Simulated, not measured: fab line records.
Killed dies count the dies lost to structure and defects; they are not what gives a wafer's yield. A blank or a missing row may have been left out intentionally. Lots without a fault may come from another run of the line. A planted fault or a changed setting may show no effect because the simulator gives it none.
fab line records	flow berkeley_cmos170
[record] lots = 14	wafers = 42	last_day = 12
route steps=331 shown M3@310
lots with no fault: from the same line, run without faults
start_h: start of the lot's first displayed wafer, in hours after the record's first day	wait_h: hours since the lot's step before	" identical to the entry in the row above	L1.1+2: a row that stands for several wafers	- no value present, or no start provided	* or withheld: withheld	< > ~ a bound
route shown NAME@n: a module of which the file shows steps, and the number in the route of the first	usual: mean/standard deviation of fault-free wafers	same: alike in all rows	chamber/n: place in a boat	sites: per-site readings	_std_site: the standard deviation of these	_edge_site: outer sites' mean less inner sites'	radius_mm: how far each site lies from the wafer's centre	mask NAME#n: copy n	behind: the last tool/chamber to shape the wafer	hold: what put the lot on hold/how long, in hours/how the hold closed	device: which transistor (n, p or np) failed to switch	end of line: the route-end tests of the same wafers	step lacking rows: just its recipe	killed: dies that structure and defects cost at the first sort, which is not the same as the wafer's yield	map: a wafer's dies, marking killed ones x, the rest . and places with no die _
set.NAME: the setting the step ran with; set.NAME@STEP: the setting that earlier step ran with	model.NAME: the simulator's own value behind a step, which no gauge read
steps of the route over a sample of lots; a table a step, a row a wafer
services: from which hour (start_h, from the record's first day; less than 0 if before it) a tool's chamber was out of use, for how many hours, and why
[[steps]]
[step UCB170_M3_SPUTTER_01]
[recipe] material = Al	target_thk_nm = 900	time_s = 120	power_w = 6000	chamber_pressure_pa = 0.5
[usual] chamber_pressure_pa = 0.4999/0.001	throttle_valve_pct = 30.3/0.83
lot.wafer	tool	chamber	start_h	wait_h	chamber_pressure_pa	throttle_valve_pct
L277.1	pvd_sputter-04	-	166.18	0.0	0.5015	30.8
L277.2	"	-	"	"	0.4984	31.2
L277.4	"	-	"	"	0.5002	30.3
L276.2	pvd_sputter-01	-	166.65	0.0	0.4989	30.7
L276.3	"	-	"	"	0.5003	29.4
L276.4	"	-	"	"	0.4999	29.8
L280.1	pvd_sputter-02	-	185.77	0.0	0.4998	30.8
L280.3	"	-	"	"	0.4983	30.2
L280.6	"	-	"	"	0.5017	30.9
L281.3	pvd_sputter-01	-	186.06	0.0	0.4986	30.8
L281.5	"	-	"	"	0.5014	30.9
L281.6	"	-	"	"	0.4991	29.5
L282.3	pvd_sputter-01	-	198.30	0.0	0.4990	30.7
L282.5	"	-	"	"	0.5004	28.8
L282.6	"	-	"	"	0.5008	30.7
L284.2	pvd_sputter-04	-	206.83	0.0	0.5003	30.9
L284.5	"	-	"	"	0.4984	30.6
L284.6	"	-	"	"	0.4992	30.9
L286.1	pvd_sputter-01	-	215.22	0.0	0.5010	29.2
L286.3	"	-	"	"	0.5006	29.4
L286.4	"	-	"	"	0.4987	29.0
L287.1	pvd_sputter-01	-	219.96	0.0	0.4998	29.0
L287.4	"	-	"	"	0.5000	29.2
L287.5	"	-	"	"	0.5013	29.6
L291.1	pvd_sputter-04	-	230.72	0.0	0.5011	30.9
L291.2	"	-	"	"	0.5005	30.3
L291.5	"	-	"	"	0.5020	31.0
L288.4	pvd_sputter-01	-	230.96	0.0	0.5002	29.9
L288.5	"	-	"	"	0.5006	29.3
L288.6	"	-	"	"	0.4996	29.5
L290.1	pvd_sputter-01	-	231.20	0.0	0.5001	28.9
L290.5	"	-	"	"	0.5010	29.0
L290.6	"	-	"	"	0.4995	29.8
L292.2	pvd_sputter-04	-	250.42	0.0	0.5003	30.7
L292.3	"	-	"	"	0.4995	30.7
L292.4	"	-	"	"	0.5000	31.6
L294.4	pvd_sputter-04	-	251.25	0.0	0.5001	30.9
L294.5	"	-	"	"	0.4990	31.3
L294.6	"	-	"	"	0.5012	31.0
L299.2	pvd_sputter-04	-	273.00	0.0	0.5001	31.2
L299.5	"	-	"	"	0.4993	30.3
L299.6	"	-	"	"	0.5000	31.4
[step UCB170_M3_RS_MEAS_02]
[recipe] thk_meas_gauge = four-point-probe	reads = Al_of_M3_SPUTTER_01
[usual] M3_AL_RS = 0.0321/0.00043
lot.wafer	tool	chamber	start_h	wait_h	M3_AL_RS[ohm/sq]
L277.1	film_metro-01	-	166.27	0.0	0.0315
L277.2	"	-	"	"	0.0317
L277.4	"	-	"	"	0.0313
L276.2	film_metro-02	-	166.75	0.1	0.0325
L276.3	"	-	"	"	0.0326
L276.4	"	-	"	"	0.0330
L280.1	film_metro-01	-	185.85	0.0	0.0321
L280.3	"	-	"	"	0.0324
L280.6	"	-	"	"	0.0319
L281.3	film_metro-04	-	186.18	0.1	0.0321
L281.5	"	-	"	"	0.0321
L281.6	"	-	"	"	0.0326
L282.3	film_metro-04	-	198.45	0.1	0.0322
L282.5	"	-	"	"	0.0321
L282.6	"	-	"	"	0.0319
L284.2	film_metro-01	-	206.94	0.1	0.0321
L284.5	"	-	"	"	0.0322
L284.6	"	-	"	"	0.0325
L286.1	film_metro-04	-	215.31	0.0	0.0314
L286.3	"	-	"	"	0.0324
L286.4	"	-	"	"	0.0320
L287.1	film_metro-04	-	220.05	0.0	0.0322
L287.4	"	-	"	"	0.0313
L287.5	"	-	"	"	0.0321
L291.1	film_metro-01	-	230.81	0.0	0.0317
L291.2	"	-	"	"	0.0315
L291.5	"	-	"	"	0.0315
L288.4	film_metro-02	-	231.11	0.1	0.0322
L288.5	"	-	"	"	0.0362
L288.6	"	-	"	"	0.0325
L290.1	film_metro-02	-	231.29	0.0	0.0356
L290.5	"	-	"	"	0.0358
L290.6	"	-	"	"	0.0323
L292.2	film_metro-02	-	250.52	0.1	0.0317
L292.3	"	-	"	"	0.0317
L292.4	"	-	"	"	0.0312
L294.4	film_metro-02	-	251.39	0.1	0.0317
L294.5	"	-	"	"	0.0322
L294.6	"	-	"	"	0.0320
L299.2	film_metro-01	-	273.11	0.1	0.0317
L299.5	"	-	"	"	0.0321
L299.6	"	-	"	"	0.0321
[step UCB170_M3_THK_MEAS_03]
[recipe] thk_meas_gauge = xrf	reads = Al_of_M3_SPUTTER_01
[usual] M3_AL_THK = 911/12
lot.wafer	tool	chamber	start_h	wait_h	M3_AL_THK[nm]
L277.1	film_metro-01	-	166.39	0.1	921
L277.2	"	-	"	"	916
L277.4	"	-	"	"	919
L276.2	film_metro-02	-	166.86	0.1	899
L276.3	"	-	"	"	899
L276.4	"	-	"	"	886
L280.1	film_metro-01	-	185.97	0.1	914
L280.3	"	-	"	"	901
L280.6	"	-	"	"	913
L281.3	film_metro-04	-	186.28	0.1	920
L281.5	"	-	"	"	918
L281.6	"	-	"	"	907
L282.3	film_metro-04	-	198.55	0.1	905
L282.5	"	-	"	"	910
L282.6	"	-	"	"	917
L284.2	film_metro-01	-	207.05	0.1	912
L284.5	"	-	"	"	912
L284.6	"	-	"	"	902
L286.1	film_metro-04	-	215.43	0.1	935
L286.3	"	-	"	"	907
L286.4	"	-	"	"	918
L287.1	film_metro-04	-	220.17	0.1	911
L287.4	"	-	"	"	939
L287.5	"	-	"	"	909
L291.1	film_metro-01	-	230.93	0.1	924
L291.2	"	-	"	"	931
L291.5	"	-	"	"	927
L288.4	film_metro-02	-	231.20	0.1	908
L288.5	"	-	"	"	813
L288.6	"	-	"	"	903
L290.1	film_metro-02	-	231.41	0.1	819
L290.5	"	-	"	"	819
L290.6	"	-	"	"	907
L292.2	film_metro-02	-	250.63	0.1	917
L292.3	"	-	"	"	913
L292.4	"	-	"	"	924
L294.4	film_metro-02	-	251.48	0.1	915
L294.5	"	-	"	"	904
L294.6	"	-	"	"	910
L299.2	film_metro-01	-	273.22	0.1	917
L299.5	"	-	"	"	908
L299.6	"	-	"	"	903
[step UCB170_M3_METAL_ETCH_18]
[recipe] chemistry = Cl2/BCl3	target = Al	stop_on = SiO2	pressure_mtorr = 12	target_depth_a = 11700	over_etch_frac = 0.3	time_s = 202.9	icp_w = 600	bias_w = 120	Cl2_flow_sccm = 90	bcl3_flow_sccm = 45
[usual] drypump_motor_current_A = 5.5/0.45	oes_product_au = 0.848/0.009	throttle_valve_pct = 24.43/0.18
[same] over_etch_frac = 0.3
lot.wafer	tool	chamber	start_h	wait_h	drypump_motor_current_A	oes_product_au	rf_hours_counter_h	throttle_valve_pct
L277.1	rie_metal-02	1	168.24	-	4.8	0.840	4.9	24.34
L277.2	"	0	"	"	5.9	0.842	6.0	24.15
L277.4	"	0	"	"	5.9	0.860	-	24.13
L276.2	rie_metal-01	0	168.70	-	5.7	0.840	10.0	24.50
L276.3	"	0	"	"	5.7	0.835	-	24.48
L276.4	"	1	"	"	5.1	0.834	-	24.30
L280.1	rie_metal-01	1	187.81	-	5.1	0.850	8.0	24.31
L280.3	"	1	"	"	5.1	0.844	-	24.30
L280.6	"	0	"	"	5.7	0.851	-	24.49
L281.3	rie_metal-04	1	188.17	-	6.2	0.859	-	24.76
L281.5	"	1	"	"	6.2	0.858	-	24.76
L281.6	"	0	"	"	5.4	0.833	-	24.48
L282.3	rie_metal-01	1	201.47	-	5.1	0.853	-	24.28
L282.5	"	0	"	"	5.7	0.854	-	24.50
L282.6	"	1	"	"	5.1	0.848	-	24.28
L284.2	rie_metal-01	0	208.87	-	5.7	0.836	11.3	24.49
L284.5	"	1	"	"	5.1	0.843	-	24.29
L284.6	"	0	"	"	5.7	0.836	-	24.48
L286.1	rie_metal-02	1	217.80	-	4.8	0.860	6.5	24.33
L286.3	"	0	"	"	5.9	0.848	-	24.13
L286.4	"	1	"	"	4.8	0.852	-	24.33
L287.1	rie_metal-01	1	222.19	-	5.1	0.848	9.0	24.30
L287.4	"	1	"	"	5.1	0.860	-	24.29
L287.5	"	0	"	"	5.7	0.849	-	24.49
L291.1	rie_metal-04	0	233.59	-	5.4	0.854	3.1	24.47
L291.2	"	1	"	"	6.2	0.867	6.0	24.74
L291.5	"	1	"	"	6.2	0.865	-	24.73
L288.4	rie_metal-01	0	234.76	-	5.7	0.850	-	24.50
L288.5	"	0	"	"	5.7	0.794	-	24.51
L288.6	"	1	"	"	5.1	0.846	-	24.29
L290.1	rie_metal-04	1	234.88	-	6.2	0.814	6.2	24.79
L290.5	"	0	"	"	5.4	0.792	-	24.50
L290.6	"	1	"	"	6.2	0.857	-	24.76
L292.2	rie_metal-02	0	254.00	-	5.9	0.852	9.0	24.17
L292.3	"	0	"	"	5.8	0.855	-	24.14
L292.4	"	1	"	"	4.8	0.849	-	24.32
L294.4	rie_metal-01	0	254.78	-	5.7	0.843	-	24.47
L294.5	"	0	"	"	5.7	0.841	-	24.50
L294.6	"	0	"	"	5.7	0.848	-	24.48
L299.2	rie_metal-02	0	275.41	-	5.9	0.856	9.7	24.14
L299.5	"	1	"	"	4.8	0.851	-	24.32
L299.6	"	0	"	"	5.9	0.846	-	24.16
[[services]]
tool	chamber	start_h	hours	kind
rie_metal-01	-	153.56	0.8	repair
pvd_sputter-04	-	157.59	6.0	repair
pvd_sputter-04	-	182.69	6.6	repair
pvd_sputter-01	-	186.39	2.0	repair
pvd_sputter-02	-	192.69	3.7	repair
rie_metal-01	1	201.85	6.6	repair
pvd_sputter-04	-	241.40	4.1	repair
rie_metal-01	1	254.40	7.4	repair
rie_metal-01	0	261.76	-	clean
rie_metal-01	0	261.76	13.4	scheduled_down
rie_metal-01	0	261.76	13.4	vent_cycle
pvd_sputter-02	-	263.19	7.2	repair
[[key]]
[first_sign] step = UCB170_M3_RS_MEAS_02	reading = M3_AL_RS	direction = up	sigmas = 8.8	usual = 0.0321	struck = 0.0359
[effect] step = UCB170_M3_THK_MEAS_03	reading = M3_AL_THK	direction = down	sigmas = 7.9	usual = 911	struck = 817
[effect] step = UCB170_M3_METAL_ETCH_18	reading = oes_product_au	direction = down	sigmas = 5.4	usual = 0.848	struck = 0.800
met_at UCB170_M3_SPUTTER_01
struck_lots L288,L290
struck_wafers L288.5,L290.1,L290.5
onset_between 219.96 230.96
[fault] kind = process_parameter_drift	tool = pvd_sputter-01	chamber = -	onset_h = 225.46	steps = UCB170_M3_SPUTTER_01	channel = time_s	offset = *	shape = step	end_h = 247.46	acts_in = *	stated = *	scope = struck_wafers_only
